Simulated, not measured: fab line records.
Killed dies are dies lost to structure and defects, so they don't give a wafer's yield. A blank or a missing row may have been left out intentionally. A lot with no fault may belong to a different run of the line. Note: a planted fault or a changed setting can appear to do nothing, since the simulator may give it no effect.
Which tool did it? ; flow berkeley_cmos170 ; 45 wafers from 15 lots sampled at 4 of the route's 331 steps

## WHAT EACH GAUGE READ, for each wafer
UCB170_ACTIVE_THK_MEAS_03. Usual: ACTIVE_OXIDE_THK 26.5 nm, standard deviation 0.44.
lot;measured;on;ACTIVE_OXIDE_THK (nm);flag
L237;day 3 19:21;film_metro-01;26.5 26.7 26.9;
L239;day 4 22:43;film_metro-04;26.6 27.0 27.2;
L240;day 4 22:41;film_metro-03;27.6 26.9 27.0;
L241;day 5 04:44;film_metro-04;26.6 26.8 26.5;
L243;day 5 17:58;film_metro-04;27.0 26.7 26.6;
L245;day 6 02:52;film_metro-04;27.3 27.4 27.3;
L246;day 5 17:58;film_metro-03;26.5 26.3 26.3;
L248;day 5 18:02;film_metro-04;25.8 25.9 26.2;
L249;day 6 08:32;film_metro-04;25.6 26.5 26.2;
L250;day 6 17:59;film_metro-03;26.9 26.5 27.0;
L253;day 7 06:52;film_metro-03;26.3 26.1 26.0;
L254;day 7 11:22;film_metro-04;26.6 26.1 26.7;
L255;day 7 11:22;film_metro-01;26.1 26.7 26.2;
L258;day 8 13:44;film_metro-03;26.3 26.2 26.3;
L259;day 8 05:04;film_metro-03;26.6 26.7 26.8;

UCB170_ACTIVE_THK_MEAS_06. Usual: ACTIVE_NITRIDE_THK 219.9 nm, standard deviation 2.6.
lot;measured;on;ACTIVE_NITRIDE_THK (nm);flag
L237;day 3 22:35;film_metro-01;222.3 221.7 220.5;
L239;day 5 04:34;film_metro-01;219.2 219.1 219.3;
L240;day 5 04:32;film_metro-04;218.9 219.7 218.7;
L241;day 5 10:17;film_metro-01;224.0 225.2 223.3;
L243;day 5 23:56;film_metro-01;219.1 221.1 220.1;
L245;day 6 10:19;film_metro-04;214.5 215.7 216.3;
L246;day 5 23:56;film_metro-04;217.8 217.7 216.1;
L248;day 5 23:57;film_metro-03;216.2 216.8 216.3;
L249;day 6 14:58;film_metro-03;224.8 224.8 227.1;
L250;day 7 00:31;film_metro-01;233.8 251.1 264.7;OFF
L253;day 7 14:22;film_metro-01;218.6 218.2 217.4;
L254;day 7 18:46;film_metro-03;226.6 250.0 261.9;OFF
L255;day 7 18:46;film_metro-04;229.2 263.1 275.0;OFF
L258;day 8 19:59;film_metro-03;220.3 219.7 221.4;
L259;day 8 14:13;film_metro-01;222.1 221.3 223.4;

## EACH LOT AND THE TOOL THAT RAN IT (in order: tool; ch and the chambers of the sampled wafers; start)
lot;UCB170_ZERO_STRIP_07;UCB170_ACTIVE_CVD_05
L237;plasma_asher-02 ch 0,1, day 2 00:45;lpcvd-01 ch 1, day 3 20:38
L239;plasma_asher-01 ch 0,1, day 2 12:31;lpcvd-02 ch 1, day 5 02:38
L240;plasma_asher-02 ch 0,1, day 2 14:56;lpcvd-02 ch 0, day 5 02:38
L241;plasma_asher-01 ch 0,1, day 2 23:23;lpcvd-01 ch 0, day 5 08:23
L243;plasma_asher-04 ch 0,1, day 3 07:13;lpcvd-02 ch 0, day 5 22:01
L245;plasma_asher-04 ch 0, day 3 23:43;lpcvd-01 ch 1, day 6 07:22
L246;plasma_asher-04 ch 0,1, day 4 00:34;lpcvd-02 ch 0, day 5 22:01
L248;plasma_asher-04 ch 0,1, day 4 02:51;lpcvd-02 ch 0, day 5 22:01
L249;plasma_asher-01 ch 0,1, day 4 07:34;lpcvd-01 ch 1, day 6 13:03
L250;plasma_asher-01 ch 0,1, day 4 19:59;lpcvd-02 ch 0, day 6 22:35
L253;plasma_asher-02 ch 0,1, day 5 07:55;lpcvd-01 ch 1, day 7 12:27
L254;plasma_asher-02 ch 0,1, day 5 12:29;lpcvd-02 ch 1, day 7 16:50
L255;plasma_asher-02 ch 0,1, day 5 13:17;lpcvd-02 ch 1, day 7 16:50
L258;plasma_asher-02 ch 0,1, day 6 08:15;lpcvd-01 ch 1, day 8 18:05
L259;plasma_asher-01 ch 0,1, day 6 14:42;lpcvd-01 ch 0, day 8 12:16
- UCB170_ZERO_STRIP_07: strips in O2.
- UCB170_ACTIVE_CVD_05: deposits Si3N4 from SiH2Cl2/NH3, target thk 220 nm, time 3300 s.

## WHAT THE TOOLS THEMSELVES READ (means of the sampled wafers that have a number; where no wafer has one, the mark that the record gives instead)
UCB170_ZERO_STRIP_07. Usual: drypump_motor_current_A 5.6 A, standard deviation 0.31; oes_product_au 0.727 a.u., standard deviation 0.0045; strip_time_to_endpoint_s 21.46 s, standard deviation 0.055.
lot;tool;drypump_motor_current_A (A);oes_product_au (a.u.);strip_time_to_endpoint_s (s);flag
L237;plasma_asher-02;5.3;0.725;21.43;
L239;plasma_asher-01;5.7;0.723;21.42;
L240;plasma_asher-02;5.3;0.734;21.50;
L241;plasma_asher-01;5.8;0.725;21.44;
L243;plasma_asher-04;5.9;0.725;21.42;
L245;plasma_asher-04;6.0;0.728;21.43;
L246;plasma_asher-04;5.9;0.728;21.37;
L248;plasma_asher-04;5.9;0.731;21.49;
L249;plasma_asher-01;5.7;0.724;21.44;
L250;plasma_asher-01;5.8;0.729;21.43;
L253;plasma_asher-02;5.2;0.725;21.52;
L254;plasma_asher-02;5.3;0.729;21.50;
L255;plasma_asher-02;5.3;0.731;21.51;
L258;plasma_asher-02;5.2;0.726;21.42;
L259;plasma_asher-01;5.8;0.725;21.46;

UCB170_ACTIVE_CVD_05. Usual: spike_tc_centre_C 802.8 C, standard deviation 1; zone_power_centre_pct 38 %, standard deviation 3.5.
lot;tool;spike_tc_centre_C (C);zone_power_centre_pct (%);flag
L237;lpcvd-01;803.4;36;
L239;lpcvd-02;803.1;42;
L240;lpcvd-02;802.9;41;
L241;lpcvd-01;803.1;33;
L243;lpcvd-02;802.4;41;
L245;lpcvd-01;803.4;37;
L246;lpcvd-02;802.9;41;
L248;lpcvd-02;803.3;41;
L249;lpcvd-01;803.3;37;
L250;lpcvd-02;829.7;51;OFF
L253;lpcvd-01;802.6;37;
L254;lpcvd-02;831.1;53;OFF
L255;lpcvd-02;829.6;54;OFF
L258;lpcvd-01;803.2;37;
L259;lpcvd-01;802.4;32;

## THE ANSWER, worked out from the rows above alone
Rule: a lot is off if the mean of its wafers that have a number lies more than 3 standard deviations from the usual mean. A lot without any number at a reading at which 4 lots or more have one is off too. All remaining lots with rows at the step are treated as sound. After the gauges, taken in route order, come the tools' own readings; for these a lot's mean is taken, as printed above. The first step at which some lot is off is used, and at that step the reading that is off furthest; a lot without a number counts as furthest.
Off: L250, L254, L255, at UCB170_ACTIVE_THK_MEAS_06 (ACTIVE_NITRIDE_THK).
If a tool, at a process step before that reading, ran all the lots that are off and no sound lot after the first of them, it fits. The gauges at UCB170_ACTIVE_THK_MEAS_06 aren't tried: what is off there is off at UCB170_ACTIVE_CVD_05 too, on other tools, and a gauge's error can't cause that. One fits: lpcvd-02 at UCB170_ACTIVE_CVD_05. Its last sound lot is L243 (day 5 22:01), its first lot that is off L250 (day 6 22:35): a fault that began between those two fits.
The tool's own readings at UCB170_ACTIVE_CVD_05 bear it out: on the lots that are off they differ by more than 5 times the standard deviation of the sound lots' means. spike_tc_centre_C reads 830.1 C there against 803.0 C on the sound lots.

## WHAT THE SIMULATOR HAD INSERTED
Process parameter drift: lpcvd-02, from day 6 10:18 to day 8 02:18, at UCB170_ACTIVE_CVD_05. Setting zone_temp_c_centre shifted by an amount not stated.
Struck lots among those shown: L250, L254, L255. Same finding as the rule above.
